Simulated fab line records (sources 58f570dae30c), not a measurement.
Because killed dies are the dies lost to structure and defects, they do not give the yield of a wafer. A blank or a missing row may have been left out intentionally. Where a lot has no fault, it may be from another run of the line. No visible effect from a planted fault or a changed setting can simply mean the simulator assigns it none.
A sampling plan put to the test + flow berkeley_cmos170 + one fab line, 40 faults that these records tell of, each judged on the records of the lots that it struck; 1 more is left out, because the records don't allow judging it
The plan is the line's own looks: the steps of the route at which a gauge or an inspection reads the wafer and doesn't change it. A look can be judged if struck wafers have a number there and the file gives its usual mean and standard deviation on fault-free wafers. Caught: at a look after the fault's first step, the mean of the struck wafers lies 4 or more of those standard deviations (sigma) from the usual mean. On the tool: here the same test is run on the tool's own readings at the fault's steps. It also counts as caught if the struck wafers ran another recipe or if their record alone is blank.

THE FAULTS, as the simulator had put them in
1. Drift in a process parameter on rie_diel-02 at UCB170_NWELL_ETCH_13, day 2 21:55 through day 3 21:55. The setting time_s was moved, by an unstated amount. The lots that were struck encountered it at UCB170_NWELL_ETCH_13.
2. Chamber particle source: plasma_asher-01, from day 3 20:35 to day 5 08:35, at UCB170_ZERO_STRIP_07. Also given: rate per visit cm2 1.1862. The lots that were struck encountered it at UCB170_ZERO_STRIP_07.
3. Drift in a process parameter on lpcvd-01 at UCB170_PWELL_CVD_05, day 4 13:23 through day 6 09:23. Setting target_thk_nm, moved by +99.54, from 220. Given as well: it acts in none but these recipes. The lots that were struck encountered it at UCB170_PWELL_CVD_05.
4. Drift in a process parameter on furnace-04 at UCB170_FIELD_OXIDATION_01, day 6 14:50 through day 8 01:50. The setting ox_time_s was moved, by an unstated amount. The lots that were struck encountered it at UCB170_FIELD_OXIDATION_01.
5. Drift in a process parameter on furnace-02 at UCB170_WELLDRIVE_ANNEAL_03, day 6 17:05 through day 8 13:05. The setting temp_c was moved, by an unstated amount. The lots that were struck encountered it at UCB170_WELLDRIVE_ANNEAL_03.
6. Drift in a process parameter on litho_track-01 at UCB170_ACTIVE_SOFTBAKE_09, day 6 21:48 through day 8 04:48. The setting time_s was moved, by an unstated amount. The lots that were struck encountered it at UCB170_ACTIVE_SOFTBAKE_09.
7. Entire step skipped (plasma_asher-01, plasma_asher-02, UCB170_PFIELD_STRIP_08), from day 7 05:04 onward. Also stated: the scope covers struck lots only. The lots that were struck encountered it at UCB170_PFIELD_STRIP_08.
8. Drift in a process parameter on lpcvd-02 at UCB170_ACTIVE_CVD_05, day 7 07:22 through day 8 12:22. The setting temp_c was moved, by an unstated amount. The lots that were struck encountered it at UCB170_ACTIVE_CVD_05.
9. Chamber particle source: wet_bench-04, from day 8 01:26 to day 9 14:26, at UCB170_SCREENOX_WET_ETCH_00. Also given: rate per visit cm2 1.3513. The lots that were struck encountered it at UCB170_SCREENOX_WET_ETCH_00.
10. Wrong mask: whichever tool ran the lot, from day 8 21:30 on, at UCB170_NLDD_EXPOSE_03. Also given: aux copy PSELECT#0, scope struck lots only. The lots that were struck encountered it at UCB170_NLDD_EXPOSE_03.
11. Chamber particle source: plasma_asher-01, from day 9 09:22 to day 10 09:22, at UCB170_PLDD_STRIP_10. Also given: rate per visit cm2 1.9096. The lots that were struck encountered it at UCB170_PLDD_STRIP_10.
12. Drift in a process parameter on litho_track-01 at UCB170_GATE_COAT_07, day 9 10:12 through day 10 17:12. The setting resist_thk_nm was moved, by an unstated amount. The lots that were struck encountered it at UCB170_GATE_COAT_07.
13. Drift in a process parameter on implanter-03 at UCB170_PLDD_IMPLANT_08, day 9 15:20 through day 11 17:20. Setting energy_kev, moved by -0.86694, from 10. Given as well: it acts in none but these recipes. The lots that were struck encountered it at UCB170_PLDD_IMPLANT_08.
14. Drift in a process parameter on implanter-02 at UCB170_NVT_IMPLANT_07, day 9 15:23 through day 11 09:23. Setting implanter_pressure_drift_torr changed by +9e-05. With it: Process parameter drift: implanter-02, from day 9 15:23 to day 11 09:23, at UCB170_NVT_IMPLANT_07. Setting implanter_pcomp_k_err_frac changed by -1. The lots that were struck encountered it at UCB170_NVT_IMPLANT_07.
15. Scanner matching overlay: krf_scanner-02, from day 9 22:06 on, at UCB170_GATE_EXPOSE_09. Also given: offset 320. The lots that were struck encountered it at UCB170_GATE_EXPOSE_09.
16. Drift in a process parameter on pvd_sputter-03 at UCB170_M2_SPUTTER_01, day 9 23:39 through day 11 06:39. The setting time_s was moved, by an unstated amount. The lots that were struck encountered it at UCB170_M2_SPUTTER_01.
17. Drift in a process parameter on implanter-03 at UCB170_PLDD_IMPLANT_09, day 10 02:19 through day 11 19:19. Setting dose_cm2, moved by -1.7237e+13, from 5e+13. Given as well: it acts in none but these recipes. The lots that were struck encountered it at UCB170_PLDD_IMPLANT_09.
18. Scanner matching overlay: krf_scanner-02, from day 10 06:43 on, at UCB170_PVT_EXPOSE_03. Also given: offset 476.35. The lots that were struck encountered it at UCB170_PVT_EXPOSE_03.
19. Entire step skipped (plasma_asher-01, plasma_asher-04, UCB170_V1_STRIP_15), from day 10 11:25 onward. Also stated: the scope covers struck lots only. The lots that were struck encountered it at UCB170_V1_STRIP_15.
20. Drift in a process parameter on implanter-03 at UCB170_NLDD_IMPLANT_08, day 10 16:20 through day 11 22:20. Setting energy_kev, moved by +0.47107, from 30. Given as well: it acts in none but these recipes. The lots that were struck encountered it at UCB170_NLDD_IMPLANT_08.
21. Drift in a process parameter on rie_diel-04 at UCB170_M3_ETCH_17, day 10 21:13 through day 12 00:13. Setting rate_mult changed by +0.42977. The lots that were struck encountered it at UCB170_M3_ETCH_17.
22. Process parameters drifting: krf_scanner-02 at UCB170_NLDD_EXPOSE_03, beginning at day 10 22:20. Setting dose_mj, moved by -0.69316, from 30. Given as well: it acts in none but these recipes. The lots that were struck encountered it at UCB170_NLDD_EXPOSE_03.
23. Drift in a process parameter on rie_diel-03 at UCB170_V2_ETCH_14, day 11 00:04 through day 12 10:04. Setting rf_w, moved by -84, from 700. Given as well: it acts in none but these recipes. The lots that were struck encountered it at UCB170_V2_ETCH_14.
24. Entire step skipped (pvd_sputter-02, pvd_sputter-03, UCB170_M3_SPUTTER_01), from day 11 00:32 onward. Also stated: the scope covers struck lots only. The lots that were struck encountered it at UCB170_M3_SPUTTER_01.
25. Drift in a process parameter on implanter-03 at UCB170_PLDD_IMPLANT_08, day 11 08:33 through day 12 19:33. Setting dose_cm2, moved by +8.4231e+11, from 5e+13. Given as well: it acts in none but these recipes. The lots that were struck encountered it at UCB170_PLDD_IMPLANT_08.
26. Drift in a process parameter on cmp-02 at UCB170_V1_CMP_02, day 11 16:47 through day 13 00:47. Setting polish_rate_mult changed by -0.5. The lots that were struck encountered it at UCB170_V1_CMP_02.
27. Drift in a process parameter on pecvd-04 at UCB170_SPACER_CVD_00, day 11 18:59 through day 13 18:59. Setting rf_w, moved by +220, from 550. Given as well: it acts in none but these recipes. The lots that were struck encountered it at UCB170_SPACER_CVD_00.
28. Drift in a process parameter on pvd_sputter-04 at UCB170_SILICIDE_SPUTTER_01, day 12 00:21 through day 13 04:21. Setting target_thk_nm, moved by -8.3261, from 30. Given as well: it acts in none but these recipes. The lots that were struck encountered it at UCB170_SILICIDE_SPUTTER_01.
29. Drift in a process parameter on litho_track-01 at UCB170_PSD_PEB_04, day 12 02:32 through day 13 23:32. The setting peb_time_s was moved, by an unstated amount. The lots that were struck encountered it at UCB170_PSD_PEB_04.
30. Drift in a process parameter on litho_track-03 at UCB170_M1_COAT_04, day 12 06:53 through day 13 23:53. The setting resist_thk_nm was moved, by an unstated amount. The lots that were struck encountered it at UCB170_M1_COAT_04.
31. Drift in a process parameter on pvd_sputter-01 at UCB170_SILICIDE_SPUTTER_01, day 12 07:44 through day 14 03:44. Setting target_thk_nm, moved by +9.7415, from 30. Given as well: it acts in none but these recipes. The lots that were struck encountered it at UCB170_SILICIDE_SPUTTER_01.
32. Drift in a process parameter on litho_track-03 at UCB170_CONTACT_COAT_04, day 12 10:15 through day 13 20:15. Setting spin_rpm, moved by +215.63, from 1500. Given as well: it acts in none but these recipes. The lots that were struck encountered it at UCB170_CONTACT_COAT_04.
33. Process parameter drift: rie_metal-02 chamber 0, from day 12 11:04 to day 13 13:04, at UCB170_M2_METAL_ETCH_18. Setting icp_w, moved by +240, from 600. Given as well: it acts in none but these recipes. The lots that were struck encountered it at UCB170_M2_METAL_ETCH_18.
34. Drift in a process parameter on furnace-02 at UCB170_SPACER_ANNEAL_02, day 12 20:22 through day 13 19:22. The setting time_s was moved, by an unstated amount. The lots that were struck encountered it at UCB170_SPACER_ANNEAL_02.
35. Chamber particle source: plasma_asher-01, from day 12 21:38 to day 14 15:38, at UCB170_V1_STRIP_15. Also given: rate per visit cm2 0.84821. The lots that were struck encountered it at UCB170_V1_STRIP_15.
36. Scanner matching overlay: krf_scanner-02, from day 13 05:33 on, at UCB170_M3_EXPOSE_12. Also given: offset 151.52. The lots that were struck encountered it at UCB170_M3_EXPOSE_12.
37. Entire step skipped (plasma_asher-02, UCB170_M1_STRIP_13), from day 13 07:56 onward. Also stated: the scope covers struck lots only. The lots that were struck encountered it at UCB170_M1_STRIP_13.
38. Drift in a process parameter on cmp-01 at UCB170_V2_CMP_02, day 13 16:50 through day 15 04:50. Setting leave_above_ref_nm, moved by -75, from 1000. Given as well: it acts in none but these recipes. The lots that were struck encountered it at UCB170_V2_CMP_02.
39. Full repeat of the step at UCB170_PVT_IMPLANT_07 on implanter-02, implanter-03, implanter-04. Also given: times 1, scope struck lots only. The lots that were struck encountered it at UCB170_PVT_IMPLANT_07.
40. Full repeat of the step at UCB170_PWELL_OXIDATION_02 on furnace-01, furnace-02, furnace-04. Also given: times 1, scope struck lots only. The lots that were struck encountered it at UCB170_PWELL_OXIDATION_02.

WHAT THE PLAN SAW
| fault | on the tool itself                               | first look that catches it                      | reading, sigma                                         | median hours from its first step to that look | hours from the fault's start to the first struck lot there | judged looks passed uncaught |
|-------|--------------------------------------------------|-------------------------------------------------|--------------------------------------------------------|-----------------------------------------------|------------------------------------------------------------|------------------------------|
| 1     | run_length_s -99 or beyond sigma                 | no look after it can be judged                  | -                                                      | -                                             | -                                                          | 0                            |
| 2     | under 2 sigma                                    | not the one look that can be judged after it    | -                                                      | -                                             | -                                                          | 1                            |
| 3     | under 2 sigma                                    | UCB170_PWELL_THK_MEAS_06                        | PWELL_NITRIDE_THK +53                                  | 1.9                                           | 5                                                          | 0                            |
| 4     | no reading that can be judged                    | UCB170_FIELD_THK_MEAS_02                        | FIELD_OXIDE_THK -18                                    | 3.0                                           | 9                                                          | 0                            |
| 5     | spike_tc_load_C -33 sigma                        | no look after it can be judged                  | -                                                      | -                                             | -                                                          | 0                            |
| 6     | run_length_s +99 or beyond sigma                 | none of the 2 looks that can be judged after it | -                                                      | -                                             | -                                                          | 2                            |
| 7     | the tool's record is blank for the struck wafers | no look after it can be judged                  | -                                                      | -                                             | -                                                          | 0                            |
| 8     | susceptor_temp_C -70 sigma                       | UCB170_ACTIVE_THK_MEAS_06                       | ACTIVE_NITRIDE_THK -46                                 | 1.9                                           | 9                                                          | 0                            |
| 9     | no reading that can be judged                    | no look after it can be judged                  | -                                                      | -                                             | -                                                          | 0                            |
| 10    | under 2 sigma                                    | UCB170_NLDD_TW_MEAS_11                          | NLDD_TW -99 or beyond                                  | 1.0                                           | 13                                                         | 0                            |
| 11    | under 2 sigma                                    | no look after it can be judged                  | -                                                      | -                                             | -                                                          | 0                            |
| 12    | no reading that can be judged                    | none of the 2 looks that can be judged after it | -                                                      | -                                             | -                                                          | 2                            |
| 13    | beam_energy_keV -99 or beyond sigma              | no look after it can be judged                  | -                                                      | -                                             | -                                                          | 0                            |
| 14    | end_station_pressure_torr +99 or beyond sigma    | UCB170_NVT_TW_MEAS_09                           | NVT_TW +8.4                                            | 0.2                                           | 4                                                          | 0                            |
| 15    | no reading that can be judged                    | UCB170_GATE_OVL_MEAS_13                         | GATE_OVL +66                                           | 0.5                                           | 7                                                          | 0                            |
| 16    | under 2 sigma                                    | none of the 2 looks that can be judged after it | strongest: M2_AL_RS at UCB170_M2_RS_MEAS_02, -3.6      | -                                             | -                                                          | 2                            |
| 17    | dose_ions_cm2 -99 or beyond sigma                | UCB170_PLDD_TW_MEAS_11                          | PLDD_TW -10                                            | 0.2                                           | 5                                                          | 0                            |
| 18    | no reading that can be judged                    | UCB170_PVT_OVL_MEAS_06                          | PVT_OVL +90                                            | 0.4                                           | 9                                                          | 0                            |
| 19    | the tool's record is blank for the struck wafers | no look after it can be judged                  | -                                                      | -                                             | -                                                          | 0                            |
| 20    | beam_energy_keV +46 sigma                        | no look after it can be judged                  | -                                                      | -                                             | -                                                          | 0                            |
| 21    | oes_product_au +15 sigma                         | no look after it can be judged                  | -                                                      | -                                             | -                                                          | 0                            |
| 22    | exposure_dose_mJ_cm2 -22 sigma                   | not the one look that can be judged after it    | strongest: cd_nm at UCB170_NLDD_CD_MEAS_06, -2.8       | -                                             | -                                                          | 1                            |
| 23    | rf_fwd_power_W -42 sigma                         | no look after it can be judged                  | -                                                      | -                                             | -                                                          | 0                            |
| 24    | the tool's record is blank for the struck wafers | no look after it can be judged                  | -                                                      | -                                             | -                                                          | 0                            |
| 25    | dose_ions_cm2 +17 sigma                          | not the one look that can be judged after it    | strongest: PLDD_RS at UCB170_SDANNEAL_RS_MEAS_04, -2.6 | -                                             | -                                                          | 1                            |
| 26    | under 2 sigma                                    | UCB170_V1_THK_MEAS_04                           | V1_POLISHED_THK +99 or beyond                          | 0.4                                           | 8                                                          | 0                            |
| 27    | rf_fwd_power_W +99 or beyond sigma               | UCB170_SPACER_THK_MEAS_01                       | SPACER_TEOS_THK +7.4                                   | 0.1                                           | 6                                                          | 0                            |
| 28    | under 2 sigma                                    | UCB170_SILICIDE_RS_MEAS_02                      | SILICIDE_TI_RS +48                                     | 0.1                                           | 12                                                         | 0                            |
| 29    | heater_power_total_W +59 sigma                   | UCB170_PSD_CD_MEAS_06                           | cd_nm -5.3                                             | 0.3                                           | 5                                                          | 0                            |
| 30    | no reading that can be judged                    | none of the 2 looks that can be judged after it | -                                                      | -                                             | -                                                          | 2                            |
| 31    | under 2 sigma                                    | UCB170_SILICIDE_RS_MEAS_02                      | SILICIDE_TI_RS -28                                     | 0.1                                           | 4                                                          | 0                            |
| 32    | spin_speed_rpm +99 or beyond sigma               | no look after it can be judged                  | -                                                      | -                                             | -                                                          | 0                            |
| 33    | rf_fwd_power_W +99 or beyond sigma               | UCB170_M2_CD_MEAS_90                            | cd_nm -7.7                                             | 0.3                                           | 7                                                          | 0                            |
| 34    | no reading that can be judged                    | UCB170_SDANNEAL_RS_MEAS_04                      | PLDD_RS +11                                            | 7.4                                           | 11                                                         | 1                            |
| 35    | under 2 sigma                                    | not the one look that can be judged after it    | -                                                      | -                                             | -                                                          | 1                            |
| 36    | no reading that can be judged                    | UCB170_M3_OVL_MEAS_16                           | M3_OVL +29                                             | 0.7                                           | 8                                                          | 0                            |
| 37    | the tool's record is blank for the struck wafers | no look after it can be judged                  | -                                                      | -                                             | -                                                          | 0                            |
| 38    | under 2 sigma                                    | UCB170_V2_THK_MEAS_04                           | V2_POLISHED_THK -57                                    | 0.4                                           | 0                                                          | 0                            |
| 39    | no reading that can be judged                    | UCB170_PVT_TW_MEAS_09                           | PVT_TW +34                                             | 0.6                                           | -                                                          | 0                            |
| 40    | no reading that can be judged                    | UCB170_PWELL_THK_MEAS_03                        | PWELL_OXIDE_THK +26                                    | 4.0                                           | -                                                          | 0                            |
Dash: fault not caught, or number not given in these records.

Caught at a look: 19 of 40. Caught on the tool: 20 of 40. By one or the other: 33 of 40.
Caught on the tool alone: faults 1, 5, 6, 7, 13, 19, 20, 21, 22, 23, 24, 25, 32, 37.
Caught at a look alone: faults 3, 4, 10, 15, 18, 26, 28, 31, 34, 36, 38, 39, 40.
Caught by neither: faults 2, 9, 11, 12, 16, 30, 35.

THINNER SAMPLING
Were the look that catches a fault to measure just every second or every third lot (counted by lot number), the first struck lot would, at worst, be measured this late:
| fault | struck lots at that look, in order of time | every lot | every second lot | every third lot |
|-------|--------------------------------------------|-----------|------------------|-----------------|
| 3     | L686, L685, L687                           | 5 h       | 5 h              | 9 h             |
| 4     | L691, L692                                 | 9 h       | 14 h             | may miss all 2  |
| 8     | L249, L250                                 | 9 h       | 9 h              | may miss all 2  |
| 10    | L426                                       | 13 h      | may miss it      | may miss it     |
| 14    | L392, L393, L395                           | 4 h       | 4 h              | may miss all 3  |
| 15    | L967, L970                                 | 7 h       | 34 h             | may miss all 2  |
| 17    | L645, L646                                 | 5 h       | 19 h             | may miss all 2  |
| 18    | L569, L570                                 | 9 h       | 18 h             | may miss all 2  |
| 26    | L447, L449                                 | 8 h       | may miss all 2   | may miss all 2  |
| 27    | L888, L890                                 | 6 h       | may miss all 2   | may miss all 2  |
| 28    | L436, L439                                 | 12 h      | 23 h             | may miss all 2  |
| 29    | L645, L649                                 | 5 h       | may miss all 2   | may miss all 2  |
| 31    | L895, L896                                 | 4 h       | 17 h             | may miss all 2  |
| 33    | L282, L283                                 | 7 h       | 16 h             | may miss all 2  |
| 34    | L420, L421                                 | 11 h      | 18 h             | may miss all 2  |
| 36    | L658, L661, L662                           | 8 h       | 21 h             | may miss all 3  |
| 38    | L417, L416, L419                           | 0 h       | 1 h              | may miss all 3  |
The hour figures run from when the fault began to the first measured lot among those it struck. The test against the limit of 4 sigma pooled every struck wafer, which means one lot taken alone may stay below that limit. Other struck lots may not be in these records.

THE LONGEST TIMED WAY FROM STEP TO LOOK
For fault 34, UCB170_SPACER_ANNEAL_02 and UCB170_SDANNEAL_RS_MEAS_04 are separated by a median of 7.4 hours. The look between them that can be judged stayed within 4 sigma: UCB170_SDANNEAL_RS_MEAS_03.
